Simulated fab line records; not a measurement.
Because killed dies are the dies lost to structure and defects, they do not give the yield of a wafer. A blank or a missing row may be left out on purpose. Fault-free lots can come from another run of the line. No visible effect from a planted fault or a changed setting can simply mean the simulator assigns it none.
Chamber matching :: flow berkeley_cmos170 :: UCB170_FIELD_WET_ETCH_05 on wet_bench-03 has 3 sister chambers
The step etches Si3N4 in H3PO4, time 12320 s. 16 wafers are shown with their chamber, then 8 later ones without.

WAFERS WITH THEIR CHAMBER
wafer: L313.1
chamber: 0
bath_heat_duty_pct (%): 28
bath_guard_temp_C (C): 160.1

wafer: L313.2
chamber: 0
bath_heat_duty_pct (%): 28
bath_guard_temp_C (C): 160.2

wafer: L313.5
chamber: 0
bath_heat_duty_pct (%): 24
bath_guard_temp_C (C): 160.1

wafer: L329.2
chamber: 2
bath_heat_duty_pct (%): 24
bath_guard_temp_C (C): 159.3

wafer: L329.4
chamber: 2
bath_heat_duty_pct (%): 25
bath_guard_temp_C (C): 159.3

wafer: L329.5
chamber: 2
bath_heat_duty_pct (%): 25
bath_guard_temp_C (C): 160.1

wafer: L330.3
chamber: 0
bath_heat_duty_pct (%): 26
bath_guard_temp_C (C): 160.0

wafer: L330.4
chamber: 0
bath_heat_duty_pct (%): 29
bath_guard_temp_C (C): 159.7

wafer: L330.5
chamber: 0
bath_heat_duty_pct (%): 27
bath_guard_temp_C (C): 160.1

wafer: L331.1
chamber: 1
bath_heat_duty_pct (%): 29
bath_guard_temp_C (C): 159.5

wafer: L331.4
chamber: 1
bath_heat_duty_pct (%): 28
bath_guard_temp_C (C): 160.0

wafer: L331.6
chamber: 1
bath_heat_duty_pct (%): 30
bath_guard_temp_C (C): 160.1

wafer: L333.2
chamber: 2
bath_heat_duty_pct (%): 24
bath_guard_temp_C (C): 159.3

wafer: L333.3
chamber: 2
bath_heat_duty_pct (%): 22
bath_guard_temp_C (C): 159.5

wafer: L333.6
chamber: 2
bath_heat_duty_pct (%): 24
bath_guard_temp_C (C): 159.6

wafer: L334.1
chamber: 0
bath_heat_duty_pct (%): 25
bath_guard_temp_C (C): 159.6

SIGNATURES (averages over the wafers above)
reading: bath_heat_duty_pct
chamber 0: 26.71
chamber 1: 29.00
chamber 2: 24.00
scatter within a chamber: 1.45

reading: bath_guard_temp_C
chamber 0: 159.971
chamber 1: 159.867
chamber 2: 159.517
scatter within a chamber: 0.279
Rule: distance of a wafer from a chamber = root of the sum over the readings of ((wafer's reading minus chamber's mean) / reading's scatter) squared. If the next closest chamber is less than 2 further off than the closest, the wafer can't be placed; otherwise it belongs to the closest. The scatter is the square root of a quotient: the sum, over the shown wafers, of each reading's squared deviation from its chamber's mean, divided by wafers minus chambers.

WAFERS WHOSE CHAMBER IS MISSING
wafer: L334.4
bath_heat_duty_pct (%): 26
bath_guard_temp_C (C): 160.3

wafer: L334.5
bath_heat_duty_pct (%): 28
bath_guard_temp_C (C): 160.1

wafer: L335.2
bath_heat_duty_pct (%): 25
bath_guard_temp_C (C): 160.3

wafer: L335.4
bath_heat_duty_pct (%): 26
bath_guard_temp_C (C): 160.1

wafer: L335.6
bath_heat_duty_pct (%): 27
bath_guard_temp_C (C): 160.2

wafer: L336.4
bath_heat_duty_pct (%): 29
bath_guard_temp_C (C): 160.0

wafer: L336.5
bath_heat_duty_pct (%): 29
bath_guard_temp_C (C): 159.7

wafer: L336.6
bath_heat_duty_pct (%): 29
bath_guard_temp_C (C): 160.0

EACH ONE'S CHAMBER
wafer: L334.4
from the rows above: can't be placed: 0 or 1 or 2
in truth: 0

wafer: L334.5
from the rows above: can't be placed: 0 or 1
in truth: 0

wafer: L335.2
from the rows above: can't be placed: 0 or 2 or 1
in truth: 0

wafer: L335.4
from the rows above: can't be placed: 0 or 1 or 2
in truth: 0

wafer: L335.6
from the rows above: can't be placed: 0 or 1
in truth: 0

wafer: L336.4
from the rows above: can't be placed: 1 or 0
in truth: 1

wafer: L336.5
from the rows above: can't be placed: 1 or 0
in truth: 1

wafer: L336.6
from the rows above: can't be placed: 1 or 0
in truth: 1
Correctly placed: 0 of 8. These rows do not allow placing 8 (true chamber among the candidates in 8). Wrongly placed: 0.
